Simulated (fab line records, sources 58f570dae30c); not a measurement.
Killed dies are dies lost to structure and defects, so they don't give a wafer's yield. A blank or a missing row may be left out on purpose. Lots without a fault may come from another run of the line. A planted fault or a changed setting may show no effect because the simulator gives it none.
Which tool did it? | flow berkeley_cmos170 | 15 lots, 45 wafers sampled, at 5 steps of a route of 331

WHAT THE GAUGES READ, wafer by wafer
UCB170_NWELL_THK_MEAS_02. Usual: NWELL_OXIDE_THK 26.2 nm, standard deviation 0.49.
lot  | measured    | on            | NWELL_OXIDE_THK (nm) | flag
L878 | day 2 05:32 | film_metro-03 | 26.3 26.4 26.3       |
L879 | day 2 14:10 | film_metro-03 | 26.7 26.2 26.7       |
L880 | day 2 21:05 | film_metro-02 | 24.9 25.2 25.1       |
L882 | day 3 02:41 | film_metro-02 | 26.4 25.9 26.0       |
L881 | day 3 02:43 | film_metro-03 | 26.1 26.1 26.2       |
L883 | day 3 09:36 | film_metro-01 | 25.3 24.6 25.2       |
L884 | day 3 15:04 | film_metro-02 | 25.6 26.3 25.8       |
L885 | day 3 17:10 | film_metro-02 | 25.8 25.3 25.7       |
L887 | day 4 04:01 | film_metro-03 | 26.5 26.6 26.7       |
L889 | day 4 08:48 | film_metro-02 | 26.5 27.0 26.4       |
L890 | day 4 21:37 | film_metro-02 | 26.8 26.3 26.2       |
L893 | day 5 08:02 | film_metro-02 | 27.2 26.9 26.6       |
L895 | day 5 16:38 | film_metro-02 | 26.9 26.8 26.8       |
L896 | day 5 22:29 | film_metro-03 | 26.0 26.3 26.6       |
L900 | day 6 18:42 | film_metro-01 | 26.6 26.0 26.1       |

UCB170_GATE_THK_MEAS_05. Usual: GATE_POLY_THK 214.8 nm, standard deviation 2.1.
lot  | measured     | on            | GATE_POLY_THK (nm) | flag
L878 | day 6 13:15  | film_metro-04 | 217.4 216.9 217.5  |
L879 | day 7 13:02  | film_metro-01 | 213.8 214.4 213.5  |
L880 | day 7 13:02  | film_metro-04 | 214.3 214.1 212.4  |
L882 | day 7 17:01  | film_metro-01 | 218.7 216.2 215.0  |
L881 | day 7 17:02  | film_metro-02 | 211.2 212.5 211.6  |
L883 | day 8 15:49  | film_metro-02 | 214.6 213.4 215.4  |
L884 | day 8 15:46  | film_metro-01 | 211.5 214.1 211.2  |
L885 | day 8 15:47  | film_metro-02 | 219.2 219.8 218.3  |
L887 | day 8 20:23  | film_metro-02 | 216.4 215.9 215.7  |
L889 | day 8 20:25  | film_metro-04 | 212.7 212.9 211.4  |
L890 | day 9 19:14  | film_metro-02 | 213.0 212.9 214.3  |
L900 | day 11 06:17 | film_metro-04 | 216.0 215.5 216.8  |

WHICH TOOL RAN EACH LOT (tool, then ch and the chambers of the sampled wafers, then the start)
lot  | UCB170_PWELL_ETCH_14              | UCB170_PWELL_STRIP_16               | UCB170_PVT_STRIP_08
L878 | rie_diel-02 ch 0,1,3, day 3 09:05 | plasma_asher-04 ch 0,1, day 3 09:20 | plasma_asher-04 ch 0,1, day 6 02:42
L879 | rie_diel-01 ch 0,2,3, day 3 20:22 | plasma_asher-01 ch 0,1, day 3 20:37 | plasma_asher-02 ch 0,1, day 6 20:40
L880 | rie_diel-04 ch 0,2,3, day 3 20:10 | plasma_asher-01 ch 0,1, day 3 20:27 | plasma_asher-04 ch 0,1, day 6 21:15
L882 | rie_diel-02 ch 2,3, day 4 05:17   | plasma_asher-02 ch 0,1, day 4 05:32 | plasma_asher-01 ch 0,1, day 7 04:11
L881 | rie_diel-04 ch 1,2,3, day 4 05:31 | plasma_asher-01 ch 0,1, day 4 05:49 | plasma_asher-04 ch 0,1, day 7 03:57
L883 | rie_diel-04 ch 0,1,2, day 4 12:31 | plasma_asher-02 ch 0,1, day 4 12:46 | plasma_asher-04 ch 0, day 8 00:25
L884 | rie_diel-01 ch 1,2,3, day 5 02:19 | plasma_asher-04 ch 0,1, day 5 02:35 | plasma_asher-02 ch 1, day 8 00:22
L885 | rie_diel-04 ch 0,1, day 5 02:08   | plasma_asher-04 ch 0,1, day 5 02:25 | plasma_asher-04 ch 0,1, day 7 23:58
L887 | rie_diel-02 ch 0,1,3, day 5 10:29 | plasma_asher-02 ch 0,1, day 5 10:44 | plasma_asher-04 ch 0,1, day 8 05:52
L889 | rie_diel-02 ch 1,2,3, day 5 11:40 | plasma_asher-02 ch 0,1, day 5 11:57 | plasma_asher-02 ch 0,1, day 8 06:11
L890 | rie_diel-01 ch 1,2,3, day 6 04:45 | plasma_asher-04 ch 0,1, day 6 05:00 | plasma_asher-02 ch 1, day 9 05:19
L893 | rie_diel-04 ch 0,3, day 6 11:34   | plasma_asher-04 ch 0,1, day 6 11:49 | -
L895 | rie_diel-01 ch 1,2, day 6 17:53   | plasma_asher-04 ch 0,1, day 6 18:08 | -
L896 | rie_diel-01 ch 0,1,2, day 7 07:43 | plasma_asher-04 ch 0,1, day 7 07:58 | -
L900 | rie_diel-02 ch 0,2,3, day 7 22:13 | plasma_asher-04 ch 0,1, day 7 22:29 | plasma_asher-01 ch 0,1, day 10 19:07
- UCB170_PWELL_ETCH_14: etches Si3N4 in CH3F/Ar/O2, stops on SiO2, target depth 242 nm, time 151 s.
- UCB170_PWELL_STRIP_16: strips in O2.
- UCB170_PVT_STRIP_08: strips in O2.

WHAT THE TOOLS THEMSELVES READ (means of the sampled wafers that have a number; where no wafer has one, the mark that the record gives instead)
UCB170_PWELL_ETCH_14. Usual: CH3F_flow_sccm 20.00 sccm, standard deviation 0.057; O2_flow_sccm 6.998 sccm, standard deviation 0.017; drypump_motor_current_A 6.0 A, standard deviation 0.53; oes_product_au 0.937 a.u., standard deviation 0.013; throttle_valve_pct 8.03 %, standard deviation 0.11.
lot  | tool        | CH3F_flow_sccm (sccm) | O2_flow_sccm (sccm) | drypump_motor_current_A (A) | oes_product_au (a.u.) | throttle_valve_pct (%) | flag
L878 | rie_diel-02 | 19.94                 | 6.979               | 6.3                         | 0.939                 | 8.00                   |
L879 | rie_diel-01 | 20.00                 | 6.977               | 6.0                         | 0.936                 | 8.04                   |
L880 | rie_diel-04 | 20.02                 | 6.985               | 5.8                         | 0.940                 | 8.08                   |
L882 | rie_diel-02 | 20.00                 | 7.008               | 6.2                         | 0.936                 | 7.93                   |
L881 | rie_diel-04 | 20.03                 | 6.988               | 5.5                         | 0.940                 | 8.15                   |
L883 | rie_diel-04 | 20.00                 | 6.981               | 5.5                         | 0.947                 | 8.19                   |
L884 | rie_diel-01 | 20.04                 | 7.004               | 5.9                         | 0.932                 | 8.03                   |
L885 | rie_diel-04 | 19.93                 | 6.992               | 5.1                         | 0.933                 | 8.22                   |
L887 | rie_diel-02 | 20.00                 | 6.991               | 6.2                         | 0.934                 | 7.99                   |
L889 | rie_diel-02 | 20.01                 | 7.016               | 6.1                         | 0.937                 | 8.03                   |
L890 | rie_diel-01 | 20.07                 | 6.997               | 5.8                         | 0.925                 | 8.03                   |
L893 | rie_diel-04 | -                     | -                   | -                           | -                     | -                      | OFF
L895 | rie_diel-01 | -                     | -                   | -                           | -                     | -                      | OFF
L896 | rie_diel-01 | -                     | -                   | -                           | -                     | -                      | OFF
L900 | rie_diel-02 | 20.05                 | 7.000               | 6.4                         | 0.936                 | 7.91                   |

UCB170_PWELL_STRIP_16. Usual: drypump_motor_current_A 5.9 A, standard deviation 0.61; oes_product_au 0.721 a.u., standard deviation 0.0044; strip_time_to_endpoint_s 18.13 s, standard deviation 0.094.
lot  | tool            | drypump_motor_current_A (A) | oes_product_au (a.u.) | strip_time_to_endpoint_s (s) | flag
L878 | plasma_asher-04 | 6.1                         | 0.726                 | 18.06                        |
L879 | plasma_asher-01 | 6.0                         | 0.723                 | 18.06                        |
L880 | plasma_asher-01 | 6.0                         | 0.717                 | 18.09                        |
L882 | plasma_asher-02 | 6.1                         | 0.714                 | 18.16                        |
L881 | plasma_asher-01 | 5.5                         | 0.721                 | 17.99                        |
L883 | plasma_asher-02 | 6.0                         | 0.720                 | 18.04                        |
L884 | plasma_asher-04 | 5.6                         | 0.722                 | 18.14                        |
L885 | plasma_asher-04 | 5.6                         | 0.721                 | 18.02                        |
L887 | plasma_asher-02 | 6.1                         | 0.723                 | 18.17                        |
L889 | plasma_asher-02 | 6.1                         | 0.723                 | 18.07                        |
L890 | plasma_asher-04 | 6.1                         | 0.719                 | 18.18                        |
L893 | plasma_asher-04 | 5.6                         | 0.733                 | 21.66                        | OFF
L895 | plasma_asher-04 | 5.6                         | 0.737                 | 21.63                        | OFF
L896 | plasma_asher-04 | 6.1                         | 0.732                 | 21.69                        | OFF
L900 | plasma_asher-04 | 6.1                         | 0.718                 | 18.29                        |

UCB170_PVT_STRIP_08. Usual: drypump_motor_current_A 5.9 A, standard deviation 0.58; oes_product_au 0.734 a.u., standard deviation 0.0043; strip_time_to_endpoint_s 21.68 s, standard deviation 0.065.
lot  | tool            | drypump_motor_current_A (A) | oes_product_au (a.u.) | strip_time_to_endpoint_s (s) | flag
L878 | plasma_asher-04 | 5.6                         | 0.733                 | 21.56                        |
L879 | plasma_asher-02 | 6.0                         | 0.739                 | 21.76                        |
L880 | plasma_asher-04 | 5.6                         | 0.737                 | 21.73                        |
L882 | plasma_asher-01 | 5.5                         | 0.736                 | 21.70                        |
L881 | plasma_asher-04 | 5.6                         | 0.736                 | 21.68                        |
L883 | plasma_asher-04 | 5.1                         | 0.731                 | 21.68                        |
L884 | plasma_asher-02 | 5.9                         | 0.735                 | 21.69                        |
L885 | plasma_asher-04 | 5.6                         | 0.738                 | 21.69                        |
L887 | plasma_asher-04 | 6.2                         | 0.736                 | 21.75                        |
L889 | plasma_asher-02 | 6.0                         | 0.736                 | 21.78                        |
L890 | plasma_asher-02 | 5.9                         | 0.735                 | 21.64                        |
L900 | plasma_asher-01 | 6.0                         | 0.739                 | 21.60                        |

THE ANSWER, worked out from the rows above alone
Rule: a lot is off if the mean of its wafers that have a number lies more than 3 standard deviations from the usual mean. A lot without any number at a reading at which 4 lots or more have one is off too. The other lots that the step has rows for count as sound. The gauges are gone through in route order, then the tools' own readings, and for those a lot's mean is taken as printed above. The first step at which some lot is off is used, and at that step the reading that is off furthest; a lot without a number counts as furthest.
Off: L893, L895, L896, at UCB170_PWELL_ETCH_14 (CH3F_flow_sccm). Without a number there: L893, L895, L896.
A tool fits if, at that step or a process step before it, it ran every lot that is off, and no sound lot after the first of them. None of those tried fits.

WHAT THE SIMULATOR HAD PUT IN
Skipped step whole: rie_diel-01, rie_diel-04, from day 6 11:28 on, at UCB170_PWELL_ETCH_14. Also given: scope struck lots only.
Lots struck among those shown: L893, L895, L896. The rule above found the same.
